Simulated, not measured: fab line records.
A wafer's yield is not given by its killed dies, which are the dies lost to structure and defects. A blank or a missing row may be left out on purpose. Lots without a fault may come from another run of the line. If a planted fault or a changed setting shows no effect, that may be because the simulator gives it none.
Which tool was responsible? | flow rit-cmos | 7 lots, 21 wafers sampled, at 2 steps of a route of 202

## WHAT THE GAUGES READ, wafer by wafer
RIT_NLDD_TW_MEAS_10.
lot  | measured    | on            | NLDD_TW
L289 | day 2 22:55 | film-metro-04 | 2483 2478 2490
L291 | day 3 18:07 | film-metro-03 | 2474 2465 2465
L293 | day 4 02:51 | film-metro-01 | 2483 2493 2495
L295 | day 4 13:12 | film-metro-04 | 2498 2484 2489
L298 | day 5 07:22 | film-metro-03 | 2455 2469 2464
L303 | day 6 05:32 | film-metro-03 | 2483 2466 2472
L311 | day 7 14:37 | film-metro-01 | 2488 2492 2493

## WHICH TOOL RAN EACH LOT (tool, then ch and the chambers of the sampled wafers, then the start)
lot  | RIT_NLDD_IMPLANT_08
L289 | implanter-03 ch 0, day 2 22:35
L291 | implanter-01 ch 0, day 3 17:47
L293 | implanter-04 ch 0, day 4 02:31
L295 | implanter-03 ch 0, day 4 12:53
L298 | implanter-01 ch 0, day 5 07:05
L303 | implanter-03 ch 0, day 6 05:13
L311 | implanter-04 ch 0, day 7 14:18
- RIT_NLDD_IMPLANT_08

## THE ANSWER, worked out from the rows above alone
Rule: what is usual is taken from the lots themselves. The widest of any qualifying gaps counts: lots, ordered by their means at a reading, are off when they make up no more than a third of the lots, leave a main group of 4 or more, and stand apart from it by 3 or more times the standard deviation of that group's means. A main group is skipped when, at the precision printed for the reading in the tables above, its means are all equal. Also off: a lot with no number at a reading for which 4 or more lots have one. Where the step has rows for the other lots, those lots are counted as sound.
No lot is off on any of the readings shown, so nothing can be concluded from this.

## WHAT THE SIMULATOR HAD INSERTED
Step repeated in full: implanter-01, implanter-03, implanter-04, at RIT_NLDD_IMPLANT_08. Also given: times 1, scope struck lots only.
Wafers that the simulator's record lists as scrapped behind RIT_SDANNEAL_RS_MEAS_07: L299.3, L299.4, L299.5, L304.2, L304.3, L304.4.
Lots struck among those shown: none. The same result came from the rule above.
